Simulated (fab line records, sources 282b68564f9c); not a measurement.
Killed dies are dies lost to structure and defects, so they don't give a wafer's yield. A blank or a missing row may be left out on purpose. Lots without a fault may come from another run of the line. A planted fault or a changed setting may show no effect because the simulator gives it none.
fab line records | flow rit_cmos
record lots=5 wafers=15 last_day=7
route steps=202 shown PLDD@116 SPACER@125 NSD@131 PSD@142 SDANNEAL@153
lots that met no fault: from a run of the same line without faults
start_h: hours from the record's first day to the start of the lot's first wafer shown | wait_h: hours since the lot's step before | " the same as in the row above | L1.1+2: a row that stands for several wafers | - no value, or no start given | * or withheld: withheld | < > ~ a bound
route shown NAME@n: a module of which the file shows steps, and the number in the route of the first | usual: mean/standard deviation of fault-free wafers | same: alike in all rows | chamber/n: place in a boat | sites: the reading at each site | _std_site: their standard deviation | _edge_site: outer sites' mean less inner sites' | radius_mm: how far each site lies from the wafer's centre | mask NAME#n: copy n | behind: the tool/chamber that last shaped the wafer | hold: why the lot was held/for how many hours/how that ended | device: the transistor (n, p or np) that didn't switch | end of line: the same wafers' tests at the end of the route | a step without rows: its recipe alone | killed: dies lost to structure and defects at the first sort, not the wafer's yield | map: a wafer's dies, x killed, . not, _ none there
set.NAME: the setting as run; set.NAME@STEP: as run at that earlier step | model.NAME: the simulator's own value behind a step, which no gauge read
lots at some steps of the route; a table a step, a row a wafer
services: from which hour (start_h, from the record's first day; less than 0 if before it) a tool's chamber was out of use, for how many hours, and why
## steps
# step RIT_PLDD_SOFTBAKE_02
# recipe resist=NOVOLAK temp_c=90 time_s=60
# usual heater_power_total_W=34.56/0.048
# columns lot.wafer tool chamber start_h wait_h heater_power_total_W
L074.2 litho_track-03 0 52.55 0.1 34.61
L074.4 " 0 " " 34.54
L074.5 " 0 " " 34.53
L082.2 litho_track-03 0 85.00 0.1 34.57
L082.3 " 0 " " 34.61
L082.5 " 0 " " 34.55
L085.1 litho_track-02 0 108.54 0.1 34.58
L085.2 " 0 " " 34.59
L085.6 " 0 " " 34.55
L094.1 litho_track-03 0 144.00 0.1 34.61
L094.2 " 0 " " 34.61
L094.5 " 0 " " 34.53
L095.1 litho_track-02 0 149.45 0.1 34.58
L095.5 " 0 " " 34.51
L095.6 " 0 " " 34.54
# step RIT_PLDD_EXPOSE_03
# recipe mask_id=M8 na=0.57 target_cd_nm=40900 dose_mj=250
# usual exposure_dose_mJ_cm2=250.00/0.23 stage_vel_mm_s=499.99/0.25
# columns lot.wafer tool chamber start_h wait_h mask exposure_dose_mJ_cm2 stage_vel_mm_s
L074.2 iline_stepper-01 0 52.70 0.1 M8#0 250.22 500.26
L074.4 " 0 " " M8#0 249.61 499.93
L074.5 " 0 " " M8#0 249.84 500.08
L082.2 iline_stepper-02 0 85.27 0.2 M8#0 249.92 500.12
L082.3 " 0 " " M8#0 250.05 499.93
L082.5 " 0 " " M8#0 250.04 500.14
L085.1 iline_stepper-02 0 108.69 0.1 M8#0 250.09 499.80
L085.2 " 0 " " M8#0 249.93 499.79
L085.6 " 0 " " M8#0 250.24 499.54
L094.1 iline_stepper-01 0 144.28 0.2 M8#0 249.68 500.05
L094.2 " 0 " " M8#0 249.93 500.27
L094.5 " 0 " " M8#0 249.60 500.35
L095.1 iline_stepper-02 0 149.73 0.2 M8#0 249.79 499.39
L095.5 " 0 " " M8#0 250.01 500.06
L095.6 " 0 " " M8#0 250.15 499.86
# step RIT_PLDD_PEB_04
# recipe resist=NOVOLAK temp_c=withheld time_s=withheld
# columns lot.wafer tool chamber start_h wait_h
L074.2+4+5 litho_track-04 0 52.82 0.1
L082.2+3+5 litho_track-03 0 85.40 0.1
L085.1+2+6 litho_track-02 0 108.81 0.1
L094.1+2+5 litho_track-03 0 144.39 0.1
L095.1+5+6 litho_track-03 0 149.85 0.1
# step RIT_PLDD_DEVELOP_05
# recipe resist=NOVOLAK develop_time_s=50 dev_temp_c=23
# same develop_time_s=50
# columns lot.wafer tool chamber start_h wait_h
L074.2+4+5 litho_track-04 0 - -
L082.2+3+5 litho_track-03 0 - -
L085.1+2+6 litho_track-02 0 - -
L094.1+2+5 litho_track-03 0 - -
L095.1+5+6 litho_track-03 0 - -
# step RIT_PLDD_OVL_MEAS_06
# usual PLDD_OVL=-0.8/1.3
# columns lot.wafer tool chamber start_h wait_h PLDD_OVL[nm]
L074.2 overlay-02 - 53.09 - -0.5
L074.4 " - " " -1.1
L074.5 " - " " 0.5
L082.2 overlay-02 - 85.66 - 0.6
L082.3 " - " " -0.8
L082.5 " - " " -0.8
L085.1 overlay-01 - 109.10 - -1.0
L085.2 " - " " -2.2
L085.6 " - " " -3.5
L094.1 overlay-01 - 144.68 - -2.8
L094.2 " - " " -1.6
L094.5 " - " " -1.4
L095.1 overlay-01 - 150.13 - -2.1
L095.5 " - " " -1.9
L095.6 " - " " -1.7
# step RIT_PLDD_HARDBAKE_07
# recipe resist=NOVOLAK temp_c=140 time_s=60
# usual heater_power_total_W=62.55/0.047
# columns lot.wafer tool chamber start_h wait_h heater_power_total_W
L074.2 litho_track-04 0 53.14 0.0 62.50
L074.4 " 0 " " 62.54
L074.5 " 0 " " 62.52
L082.2 litho_track-03 0 85.72 0.0 62.62
L082.3 " 0 " " 62.57
L082.5 " 0 " " 62.50
L085.1 litho_track-04 0 109.14 0.0 62.59
L085.2 " 0 " " 62.48
L085.6 " 0 " " 62.67
L094.1 litho_track-04 0 144.71 0.0 62.49
L094.2 " 0 " " 62.63
L094.5 " 0 " " 62.61
L095.1 litho_track-03 0 150.17 0.0 62.63
L095.5 " 0 " " 62.52
L095.6 " 0 " " 62.58
# step RIT_PLDD_IMPLANT_08
# recipe species=BF2 energy_kev=19.88 dose_cm2=9e+14 tilt_deg=7
# usual end_station_pressure_torr=7.2e-06/3.4e-07
# columns lot.wafer tool chamber start_h wait_h end_station_pressure_torr
L074.2 implanter-03 0 53.29 0.1 6.9e-06
L074.4 " 0 " " 7.2e-06
L074.5 " 0 " " 7.3e-06
L082.2 implanter-02 0 85.87 0.1 7.1e-06
L082.3 " 0 " " 6.4e-06
L082.5 " 0 " " 6.9e-06
L085.1 implanter-03 0 109.29 0.1 6.8e-06
L085.2 " 0 " " 6.7e-06
L085.6 " 0 " " 7.1e-06
L094.1 implanter-02 0 144.86 0.1 7e-06
L094.2 " 0 " " 7.5e-06
L094.5 " 0 " " 7.1e-06
L095.1 implanter-04 0 150.32 0.1 7.4e-06
L095.5 " 0 " " 7.3e-06
L095.6 " 0 " " 7.3e-06
# step RIT_PLDD_STRIP_09
# recipe chemistry=O2 time_s=180 resist=NOVOLAK platen_temp_c=withheld power_w=500 pressure_mtorr=4000 o2_flow_sccm=4000
# usual chamber_pressure_mTorr=4000/4.1 drypump_motor_current_A=5.4/0.35
# columns lot.wafer tool chamber start_h wait_h chamber_pressure_mTorr drypump_motor_current_A rf_hours_counter_h
L074.2 plasma_asher-04 0 53.42 0.1 3997 5.7 27
L074.4 " 1 " " 3995 5.2 -
L074.5 " 1 " " 4007 5.2 -
L082.2 plasma_asher-04 0 85.99 0.1 4003 5.7 31
L082.3 " 0 " " 3999 5.8 -
L082.5 " 1 " " 3993 5.2 -
L085.1 plasma_asher-01 1 109.44 0.1 4001 5.4 46
L085.2 " 0 " " 4005 4.9 46
L085.6 " 0 " " 4002 4.9 -
L094.1 plasma_asher-01 0 145.01 0.1 4003 4.9 50
L094.2 " 1 " " 4001 5.4 50
L094.5 " 0 " " 4005 4.9 -
L095.1 plasma_asher-01 1 150.47 0.1 3999 5.4 51
L095.5 " 1 " " 3991 5.4 -
L095.6 " 0 " " 4001 4.9 -
# step RIT_PLDD_TW_MEAS_10
# usual PLDD_TW=2348/28
# columns lot.wafer tool chamber start_h wait_h PLDD_TW
L074.2 film_metro-04 - 53.60 0.1 2374
L074.4 " - " " 2359
L074.5 " - " " 2377
L082.2 film_metro-03 - 86.18 0.1 2383
L082.3 " - " " 2368
L082.5 " - " " 2378
L085.1 film_metro-04 - 109.61 0.1 2339
L085.2 " - " " 2352
L085.6 " - " " 2364
L094.1 film_metro-04 - 145.19 0.1 2371
L094.2 " - " " 2380
L094.5 " - " " 2360
L095.1 film_metro-03 - 150.64 0.1 2389
L095.5 " - " " 2371
L095.6 " - " " 2361
# step RIT_SPACER_CLEAN_00
# recipe chemistry=SC1 mix=3:3:50 time_s=600 temp_c=75
# columns lot.wafer tool chamber start_h wait_h
L074.2+4+5 wet_bench-04 1 53.65 0.0
L082.2+3+5 wet_bench-04 1 86.23 0.0
L085.1+2+6 wet_bench-03 1 109.67 0.1
L094.1+2+5 wet_bench-03 2 145.25 0.1
L095.1+5+6 wet_bench-04 0 150.70 0.1
# step RIT_SPACER_CLEAN_01
# recipe chemistry=dHF dilution=50:1 time_s=30
# columns lot.wafer tool chamber start_h wait_h
L074.2+4+5 wet_bench-03 2 53.84 0.0
L082.2+3+5 wet_bench-01 2 86.40 0.0
L085.1+2+6 wet_bench-01 0 109.85 0.0
L094.1+2+5 wet_bench-01 0 145.42 0.0
L095.1+5+6 wet_bench-04 3 150.88 0.0
# step RIT_SPACER_CLEAN_02
# recipe chemistry=SC2 mix=3:3:50 time_s=600 temp_c=75 dry=n2_spin
# columns lot.wafer tool chamber start_h wait_h
L074.2+4+5 wet_bench-04 3 53.86 0.0
L082.2+3+5 wet_bench-04 2 86.42 0.0
L085.1+2+6 wet_bench-04 3 109.86 0.0
L094.1+2+5 wet_bench-03 0 145.46 0.0
L095.1+5+6 wet_bench-04 0 150.89 0.0
# step RIT_SPACER_CVD_03
# recipe material=Si3N4 target_thk_nm=250 temp_c=810 precursor=SiH2Cl2/NH3 time_s=3300 pressure_mtorr=300 sih2cl2_flow_sccm=60 nh3_flow_sccm=150
# usual nh3_flow_sccm=149.9/0.4 spike_tc_load_C=832.8/1.8
# columns lot.wafer tool chamber start_h wait_h nh3_flow_sccm spike_tc_load_C
L074.2 lpcvd-01 0 54.05 0.0 150.0 831.5
L074.4 " 0 " " 149.2 830.9
L074.5 " 0 " " 149.9 830.3
L082.2 lpcvd-01 0 86.59 0.0 149.8 832.0
L082.3 " 0 " " 149.4 831.5
L082.5 " 0 " " 150.1 830.0
L085.1 lpcvd-01 0 110.04 0.0 149.5 831.3
L085.2 " 0 " " 150.1 833.8
L085.6 " 0 " " 149.7 831.6
L094.1 lpcvd-02 1 145.63 0.0 150.9 834.4
L094.2 " 1 " " 150.6 834.1
L094.5 " 1 " " 149.8 834.1
L095.1 lpcvd-01 0 151.07 0.0 150.1 830.3
L095.5 " 0 " " 148.9 831.4
L095.6 " 0 " " 149.5 831.0
# step RIT_SPACER_THK_MEAS_04
# recipe reads=Si3N4_of_SPACER_CVD_03
# usual SPACER_NITRIDE_THK=250.1/2.4
# columns lot.wafer tool chamber start_h wait_h SPACER_NITRIDE_THK[nm]
L074.2 film_metro-03 - 55.98 0.0 249.4
L074.4 " - " " 249.5
L074.5 " - " " 251.1
L082.2 film_metro-03 - 88.52 0.0 248.2
L082.3 " - " " 249.1
L082.5 " - " " 250.2
L085.1 film_metro-01 - 111.95 0.0 250.4
L085.2 " - " " 252.3
L085.6 " - " " 250.8
L094.1 film_metro-04 - 147.55 0.0 247.9
L094.2 " - " " 247.6
L094.5 " - " " 248.7
L095.1 film_metro-03 - 152.98 0.0 252.3
L095.5 " - " " 249.7
L095.6 " - " " 251.7
# step RIT_SPACER_ETCHBACK_05
# recipe target_depth_a=2500 SF6_flow_sccm=30 CHF3_flow_sccm=30 target=Si3N4 chemistry=SF6/CHF3 pressure_mtorr=40 rf_w=250 time_s=240 stop_on=SiO2
# usual chamber_pressure_mTorr=40.00/0.039 drypump_motor_current_A=5.41/0.29 oes_product_au=0.847/0.012 throttle_valve_pct=10.23/0.14
# columns lot.wafer tool chamber start_h wait_h chamber_pressure_mTorr drypump_motor_current_A oes_product_au rf_hours_counter_h throttle_valve_pct
L074.2 rie_diel-02 0 56.03 0.0 40.04 5.58 0.851 132 10.08
L074.4 " 1 " " 39.99 5.57 0.846 1 10.19
L074.5 " 3 " " 39.93 5.32 0.843 - 10.11
L082.2 rie_diel-02 0 88.57 0.0 40.04 5.60 0.855 133 10.08
L082.3 " 3 " " 40.00 5.29 0.837 141 10.12
L082.5 " 2 " " 39.97 4.96 0.854 - 10.35
L085.1 rie_diel-02 1 112.01 0.1 40.05 5.53 0.847 2 10.18
L085.2 " 0 " " 39.98 5.64 0.866 133 10.06
L085.6 " 0 " " 39.99 5.61 0.857 - 10.07
L094.1 rie_diel-03 3 147.61 0.1 39.98 4.97 0.863 116 10.24
L094.2 " 0 " " 40.00 5.74 0.828 0 10.16
L094.5 " 1 " " 40.00 5.71 0.854 - 10.36
L095.1 rie_diel-02 0 153.04 0.1 40.02 5.59 0.868 134 10.08
L095.5 " 3 " " 40.00 5.29 0.842 - 10.12
L095.6 " 2 " " 40.02 4.96 0.850 - 10.35
# step RIT_NSD_HMDS_00
# recipe prime_time_s=60 prime_temp_c=140
# columns lot.wafer tool chamber start_h wait_h
L074.2+4+5 litho_track-01 0 56.20 0.1
L082.2+3+5 litho_track-04 0 88.74 0.1
L085.1+2+6 litho_track-02 0 112.16 0.1
L094.1+2+5 litho_track-02 0 147.76 0.1
L095.1+5+6 litho_track-04 0 153.19 0.1
# step RIT_NSD_COAT_01
# recipe resist=NOVOLAK spin_rpm=3250 resist_thk_nm=1000
# columns lot.wafer tool chamber start_h wait_h
L074.2+4+5 litho_track-01 0 56.35 0.1
L082.2+3+5 litho_track-04 0 88.89 0.1
L085.1+2+6 litho_track-02 0 112.31 0.1
L094.1+2+5 litho_track-02 0 147.91 0.1
L095.1+5+6 litho_track-04 0 153.34 0.1
# step RIT_NSD_SOFTBAKE_02
# recipe resist=NOVOLAK temp_c=90 time_s=60
# usual heater_power_total_W=34.56/0.051
# columns lot.wafer tool chamber start_h wait_h heater_power_total_W
L074.2 litho_track-01 0 56.50 0.1 34.50
L074.4 " 0 " " 34.53
L074.5 " 0 " " 34.56
L082.2 litho_track-04 0 89.04 0.1 34.43
L082.3 " 0 " " 34.58
L082.5 " 0 " " 34.57
L085.1 litho_track-02 0 112.46 0.1 34.59
L085.2 " 0 " " 34.48
L085.6 " 0 " " 34.55
L094.1 litho_track-02 0 148.06 0.1 34.52
L094.2 " 0 " " 34.53
L094.5 " 0 " " 34.58
L095.1 litho_track-04 0 153.49 0.1 34.46
L095.5 " 0 " " 34.58
L095.6 " 0 " " 34.49
# step RIT_NSD_EXPOSE_03
# recipe mask_id=M9 na=0.57 target_cd_nm=40700 dose_mj=250
# usual exposure_dose_mJ_cm2=249.99/0.26 stage_vel_mm_s=499.97/0.23
# columns lot.wafer tool chamber start_h wait_h mask exposure_dose_mJ_cm2 stage_vel_mm_s
L074.2 iline_stepper-01 0 56.77 0.2 M9#0 250.02 499.91
L074.4 " 0 " " M9#0 249.99 499.54
L074.5 " 0 " " M9#0 250.13 500.16
L082.2 iline_stepper-02 0 89.31 0.2 M9#0 250.05 499.97
L082.3 " 0 " " M9#0 250.26 499.84
L082.5 " 0 " " M9#0 250.13 500.06
L085.1 iline_stepper-02 0 112.61 0.1 M9#0 250.27 499.55
L085.2 " 0 " " M9#0 249.94 499.62
L085.6 " 0 " " M9#0 250.04 499.71
L094.1 iline_stepper-02 0 148.21 0.1 M9#0 250.08 499.77
L094.2 " 0 " " M9#0 250.02 500.09
L094.5 " 0 " " M9#0 250.40 499.88
L095.1 iline_stepper-01 0 153.77 0.2 M9#0 249.82 500.12
L095.5 " 0 " " M9#0 249.80 500.33
L095.6 " 0 " " M9#0 249.92 499.80
# step RIT_NSD_PEB_04
# recipe resist=NOVOLAK temp_c=withheld time_s=withheld
# columns lot.wafer tool chamber start_h wait_h
L074.2+4+5 litho_track-04 0 57.02 0.2
L082.2+3+5 litho_track-01 0 89.46 0.1
L085.1+2+6 litho_track-04 0 112.73 0.1
L094.1+2+5 litho_track-04 0 148.32 0.1
L095.1+5+6 litho_track-04 0 153.89 0.1
# step RIT_NSD_DEVELOP_05
# recipe resist=NOVOLAK develop_time_s=50 dev_temp_c=21.99
# same develop_time_s=50
# columns lot.wafer tool chamber start_h wait_h
L074.2+4+5 litho_track-04 0 - -
L082.2+3+5 litho_track-01 0 - -
L085.1+2+6 litho_track-04 0 - -
L094.1+2+5 litho_track-04 0 - -
L095.1+5+6 litho_track-04 0 - -
# step RIT_NSD_OVL_MEAS_06
# usual NSD_OVL=0.5/1.5
# columns lot.wafer tool chamber start_h wait_h NSD_OVL[nm]
L074.2 overlay-01 - 57.29 - 0.3
L074.4 " - " " -0.5
L074.5 " - " " -1.2
L082.2 overlay-02 - 89.73 - 0.0
L082.3 " - " " 1.5
L082.5 " - " " 1.7
L085.1 overlay-01 - 113.01 - 4.0
L085.2 " - " " 2.0
L085.6 " - " " 2.2
L094.1 overlay-02 - 148.61 - 3.3
L094.2 " - " " 2.9
L094.5 " - " " 2.0
L095.1 overlay-02 - 154.17 - 0.2
L095.5 " - " " -0.3
L095.6 " - " " -0.8
# step RIT_NSD_HARDBAKE_07
# recipe resist=NOVOLAK temp_c=140 time_s=60
# usual heater_power_total_W=62.54/0.054
# columns lot.wafer tool chamber start_h wait_h heater_power_total_W
L074.2 litho_track-01 0 57.53 0.2 62.52
L074.4 " 0 " " 62.54
L074.5 " 0 " " 62.54
L082.2 litho_track-02 0 89.78 0.0 62.55
L082.3 " 0 " " 62.57
L082.5 " 0 " " 62.58
L085.1 litho_track-01 0 113.05 0.0 62.53
L085.2 " 0 " " 62.51
L085.6 " 0 " " 62.56
L094.1 litho_track-04 0 148.64 0.0 62.51
L094.2 " 0 " " 62.49
L094.5 " 0 " " 62.53
L095.1 litho_track-02 0 154.20 0.0 62.54
L095.5 " 0 " " 62.56
L095.6 " 0 " " 62.56
# step RIT_NSD_IMPLANT_08
# recipe species=P energy_kev=25.35 dose_cm2=1e+15 tilt_deg=7
# usual end_station_pressure_torr=7.5e-06/4.2e-07
# columns lot.wafer tool chamber start_h wait_h end_station_pressure_torr
L074.2 implanter-04 0 57.68 0.1 6.7e-06
L074.4 " 0 " " 7.8e-06
L074.5 " 0 " " 8e-06
L082.2 implanter-02 0 89.93 0.1 7.2e-06
L082.3 " 0 " " 7.6e-06
L082.5 " 0 " " 7.3e-06
L085.1 implanter-02 0 113.20 0.1 7.1e-06
L085.2 " 0 " " 7.4e-06
L085.6 " 0 " " 7.5e-06
L094.1 implanter-01 0 148.79 0.1 7.1e-06
L094.2 " 0 " " 7.4e-06
L094.5 " 0 " " 6.8e-06
L095.1 implanter-04 0 154.35 0.1 7.2e-06
L095.5 " 0 " " 6.8e-06
L095.6 " 0 " " 8.1e-06
# step RIT_NSD_STRIP_09
# recipe chemistry=O2 time_s=180 resist=NOVOLAK platen_temp_c=withheld power_w=500 pressure_mtorr=4000 o2_flow_sccm=4000
# usual chamber_pressure_mTorr=4000/3.6 drypump_motor_current_A=5.5/0.43
# columns lot.wafer tool chamber start_h wait_h chamber_pressure_mTorr drypump_motor_current_A rf_hours_counter_h
L074.2 plasma_asher-02 1 57.81 0.1 3991 6.1 39
L074.4 " 0 " " 4002 5.3 -
L074.5 " 1 " " 4001 6.1 -
L082.2 plasma_asher-03 1 90.06 0.1 3997 5.9 44
L082.3 " 1 " " 4000 5.9 -
L082.5 " 0 " " 3997 5.5 -
L085.1 plasma_asher-03 1 113.35 0.1 3990 6.0 46
L085.2 " 0 " " 3999 5.5 46
L085.6 " 0 " " 3995 5.5 -
L094.1 plasma_asher-01 0 148.94 0.1 3997 4.9 51
L094.2 " 1 " " 3999 5.4 51
L094.5 " 0 " " 4000 4.9 -
L095.1 plasma_asher-01 1 154.50 0.1 4003 5.4 51
L095.5 " 1 " " 3999 5.4 -
L095.6 " 0 " " 4007 4.9 -
# step RIT_NSD_TW_MEAS_10
# usual NSD_TW=3134/39
# columns lot.wafer tool chamber start_h wait_h NSD_TW
L074.2 film_metro-02 - 57.99 0.1 3091
L074.4 " - " " 3080
L074.5 " - " " 3073
L082.2 film_metro-03 - 90.24 0.1 3156
L082.3 " - " " 3168
L082.5 " - " " 3152
L085.1 film_metro-04 - 113.53 0.1 3138
L085.2 " - " " 3132
L085.6 " - " " 3158
L094.1 film_metro-02 - 149.12 0.1 3086
L094.2 " - " " 3073
L094.5 " - " " 3090
L095.1 film_metro-03 - 154.68 0.1 3184
L095.5 " - " " 3162
L095.6 " - " " 3165
# step RIT_PSD_HMDS_00
# recipe prime_time_s=60 prime_temp_c=140
# columns lot.wafer tool chamber start_h wait_h
L074.2+4+5 litho_track-03 0 58.07 0.1
L082.2+3+5 litho_track-01 0 90.32 0.1
L085.1+2+6 litho_track-01 0 113.59 0.1
L094.1+2+5 litho_track-01 0 149.22 0.1
L095.1+5+6 litho_track-01 0 154.74 0.1
# step RIT_PSD_COAT_01
# recipe resist=NOVOLAK spin_rpm=3250 resist_thk_nm=1000
# columns lot.wafer tool chamber start_h wait_h
L074.2+4+5 litho_track-03 0 58.22 0.1
L082.2+3+5 litho_track-01 0 90.47 0.1
L085.1+2+6 litho_track-01 0 113.74 0.1
L094.1+2+5 litho_track-01 0 149.37 0.1
L095.1+5+6 litho_track-01 0 154.89 0.1
# step RIT_PSD_SOFTBAKE_02
# recipe resist=NOVOLAK temp_c=90 time_s=60
# usual heater_power_total_W=34.56/0.049
# columns lot.wafer tool chamber start_h wait_h heater_power_total_W
L074.2 litho_track-03 0 58.37 0.1 34.51
L074.4 " 0 " " 34.53
L074.5 " 0 " " 34.49
L082.2 litho_track-01 0 90.62 0.1 34.51
L082.3 " 0 " " 34.53
L082.5 " 0 " " 34.59
L085.1 litho_track-01 0 113.89 0.1 34.65
L085.2 " 0 " " 34.53
L085.6 " 0 " " 34.50
L094.1 litho_track-01 0 149.52 0.1 34.58
L094.2 " 0 " " 34.62
L094.5 " 0 " " 34.55
L095.1 litho_track-01 0 155.04 0.1 34.56
L095.5 " 0 " " 34.60
L095.6 " 0 " " 34.51
# step RIT_PSD_EXPOSE_03
# recipe mask_id=M10 na=0.57 target_cd_nm=40900 dose_mj=250
# usual exposure_dose_mJ_cm2=250.03/0.23 stage_vel_mm_s=499.97/0.26
# columns lot.wafer tool chamber start_h wait_h mask exposure_dose_mJ_cm2 stage_vel_mm_s
L074.2 iline_stepper-01 0 58.64 0.2 M10#0 250.16 499.91
L074.4 " 0 " " M10#0 249.99 500.01
L074.5 " 0 " " M10#0 249.88 500.16
L082.2 iline_stepper-01 0 90.76 0.1 M10#0 250.04 500.63
L082.3 " 0 " " M10#0 250.17 500.52
L082.5 " 0 " " M10#0 249.83 500.37
L085.1 iline_stepper-01 0 114.16 0.2 M10#0 249.80 500.28
L085.2 " 0 " " M10#0 250.08 500.35
L085.6 " 0 " " M10#0 250.31 500.12
L094.1 iline_stepper-01 0 149.79 0.2 M10#0 250.18 499.72
L094.2 " 0 " " M10#0 250.15 499.91
L094.5 " 0 " " M10#0 250.23 499.80
L095.1 iline_stepper-01 0 155.19 0.1 M10#0 250.18 499.99
L095.5 " 0 " " M10#0 250.42 499.95
L095.6 " 0 " " M10#0 249.83 499.99
# step RIT_PSD_PEB_04
# recipe resist=NOVOLAK temp_c=withheld time_s=withheld
# columns lot.wafer tool chamber start_h wait_h
L074.2+4+5 litho_track-03 0 58.80 0.1
L082.2+3+5 litho_track-03 0 90.89 0.1
L085.1+2+6 litho_track-01 0 114.28 0.1
L094.1+2+5 litho_track-04 0 149.91 0.1
L095.1+5+6 litho_track-03 0 155.49 0.3
# step RIT_PSD_DEVELOP_05
# recipe resist=NOVOLAK develop_time_s=50 dev_temp_c=23
# same develop_time_s=50
# columns lot.wafer tool chamber start_h wait_h
L074.2+4+5 litho_track-03 0 - -
L082.2+3+5 litho_track-03 0 - -
L085.1+2+6 litho_track-01 0 - -
L094.1+2+5 litho_track-04 0 - -
L095.1+5+6 litho_track-03 0 - -
# step RIT_PSD_OVL_MEAS_06
# usual PSD_OVL=-0.3/1.2
# columns lot.wafer tool chamber start_h wait_h PSD_OVL[nm]
L074.2 overlay-02 - 59.06 - -2.0
L074.4 " - " " 0.9
L074.5 " - " " 0.1
L082.2 overlay-02 - 91.15 - -2.6
L082.3 " - " " -0.7
L082.5 " - " " -2.8
L085.1 overlay-01 - 114.56 - 0.5
L085.2 " - " " 1.7
L085.6 " - " " 0.5
L094.1 overlay-02 - 150.19 - -0.2
L094.2 " - " " 1.2
L094.5 " - " " -1.0
L095.1 overlay-02 - 155.77 - -1.2
L095.5 " - " " -1.1
L095.6 " - " " -0.7
# step RIT_PSD_HARDBAKE_07
# recipe resist=NOVOLAK temp_c=140 time_s=60
# usual heater_power_total_W=62.55/0.051
# columns lot.wafer tool chamber start_h wait_h heater_power_total_W
L074.2 litho_track-01 0 59.17 0.1 62.61
L074.4 " 0 " " 62.55
L074.5 " 0 " " 62.60
L082.2 litho_track-03 0 91.21 0.0 62.54
L082.3 " 0 " " 62.63
L082.5 " 0 " " 62.50
L085.1 litho_track-03 0 114.60 0.0 62.49
L085.2 " 0 " " 62.50
L085.6 " 0 " " 62.60
L094.1 litho_track-04 0 150.23 0.0 62.59
L094.2 " 0 " " 62.46
L094.5 " 0 " " 62.54
L095.1 litho_track-01 0 155.81 0.0 62.49
L095.5 " 0 " " 62.56
L095.6 " 0 " " 62.59
# step RIT_PSD_IMPLANT_08
# recipe species=BF2 energy_kev=27 dose_cm2=5e+15 tilt_deg=7
# usual end_station_pressure_torr=1.45e-05/8.9e-07
# columns lot.wafer tool chamber start_h wait_h end_station_pressure_torr
L074.2 implanter-04 0 59.32 0.1 1.45e-05
L074.4 " 0 " " 1.5e-05
L074.5 " 0 " " 1.62e-05
L082.2 implanter-01 0 91.36 0.1 1.35e-05
L082.3 " 0 " " 1.37e-05
L082.5 " 0 " " 1.33e-05
L085.1 implanter-03 0 114.75 0.1 1.49e-05
L085.2 " 0 " " 1.37e-05
L085.6 " 0 " " 1.5e-05
L094.1 implanter-01 0 150.38 0.1 1.43e-05
L094.2 " 0 " " 1.33e-05
L094.5 " 0 " " 1.3e-05
L095.1 implanter-03 0 155.96 0.1 1.34e-05
L095.5 " 0 " " 1.48e-05
L095.6 " 0 " " 1.53e-05
# step RIT_PSD_STRIP_09
# recipe chemistry=O2 time_s=180 resist=NOVOLAK platen_temp_c=withheld power_w=500 pressure_mtorr=4000 o2_flow_sccm=4000
# usual chamber_pressure_mTorr=4000/3.8 drypump_motor_current_A=5.5/0.43
# columns lot.wafer tool chamber start_h wait_h chamber_pressure_mTorr drypump_motor_current_A rf_hours_counter_h
L074.2 plasma_asher-02 0 59.45 0.1 4000 5.3 40
L074.4 " 0 " " 4001 5.3 -
L074.5 " 1 " " 4000 6.1 -
L082.2 plasma_asher-02 0 91.48 0.1 3999 5.3 43
L082.3 " 0 " " 4002 5.3 -
L082.5 " 0 " " 4004 5.3 -
L085.1 plasma_asher-04 1 114.90 0.1 4001 5.2 35
L085.2 " 0 " " 4001 5.8 35
L085.6 " 0 " " 4000 5.7 -
L094.1 plasma_asher-04 0 150.53 0.1 4002 5.8 39
L094.2 " 1 " " 4005 5.2 39
L094.5 " 0 " " 4001 5.8 -
L095.1 plasma_asher-02 0 156.11 0.1 4008 5.3 4
L095.5 " 1 " " 3997 6.1 -
L095.6 " 0 " " 3994 5.3 -
# step RIT_PSD_TW_MEAS_10
# usual PSD_TW=3426/41
# columns lot.wafer tool chamber start_h wait_h PSD_TW
L074.2 film_metro-02 - 59.63 0.1 3381
L074.4 " - " " 3401
L074.5 " - " " 3386
L082.2 film_metro-02 - 91.67 0.1 3384
L082.3 " - " " 3361
L082.5 " - " " 3366
L085.1 film_metro-02 - 115.07 0.1 3417
L085.2 " - " " 3436
L085.6 " - " " 3412
L094.1 film_metro-04 - 150.71 0.1 3478
L094.2 " - " " 3464
L094.5 " - " " 3458
L095.1 film_metro-04 - 156.28 0.1 3476
L095.5 " - " " 3447
L095.6 " - " " 3462
# step RIT_SDANNEAL_CLEAN_00
# recipe chemistry=SC1 mix=3:3:50 time_s=600 temp_c=75
# columns lot.wafer tool chamber start_h wait_h
L074.2+4+5 wet_bench-02 3 59.68 0.0
L082.2+3+5 wet_bench-03 1 91.72 0.0
L085.1+2+6 wet_bench-02 0 115.13 0.1
L094.1+2+5 wet_bench-03 0 150.78 0.1
L095.1+5+6 wet_bench-02 3 156.34 0.1
# step RIT_SDANNEAL_CLEAN_01
# recipe chemistry=dHF dilution=50:1 time_s=30
# columns lot.wafer tool chamber start_h wait_h
L074.2+4+5 wet_bench-02 2 60.03 0.2
L082.2+3+5 wet_bench-04 1 91.89 0.0
L085.1+2+6 wet_bench-04 3 115.31 0.0
L094.1+2+5 wet_bench-03 0 150.95 0.0
L095.1+5+6 wet_bench-03 3 156.53 0.0
# step RIT_SDANNEAL_CLEAN_02
# recipe chemistry=SC2 mix=3:3:50 time_s=600 temp_c=75 dry=n2_spin
# columns lot.wafer tool chamber start_h wait_h
L074.2+4+5 wet_bench-02 2 60.06 0.0
L082.2+3+5 wet_bench-02 0 91.91 0.0
L085.1+2+6 wet_bench-02 0 115.32 0.0
L094.1+2+5 wet_bench-03 1 150.97 0.0
L095.1+5+6 wet_bench-02 0 156.55 0.0
## services
# columns tool chamber start_h hours kind
lpcvd-01 - 31.60 0.7 repair
plasma_asher-03 - 45.49 2.8 repair
iline_stepper-01 - 49.53 1.7 pm
implanter-02 - 55.32 15.0 repair
rie_diel-03 1 59.21 9.7 repair
implanter-02 - 61.41 2.1 repair
iline_stepper-01 - 71.82 3.2 repair
plasma_asher-03 - 78.11 4.9 repair
implanter-01 - 86.10 4.9 pm
iline_stepper-01 - 94.47 6.9 repair
plasma_asher-02 - 108.75 9.0 pm
plasma_asher-02 0 108.75 9.0 vent_cycle
plasma_asher-02 1 108.75 9.0 vent_cycle
rie_diel-03 0 108.92 5.8 repair
rie_diel-02 2 110.75 1.8 repair
plasma_asher-02 0 117.75 - clean
implanter-04 - 127.24 5.9 repair
iline_stepper-01 0 138.15 - calibration
implanter-04 - 141.58 4.3 pm
rie_diel-03 - 142.15 0.6 repair
implanter-03 - 147.50 5.9 repair
lpcvd-02 - 147.55 0.8 pm
implanter-02 - 149.97 2.2 repair
iline_stepper-02 0 153.27 - calibration
## key
fault none
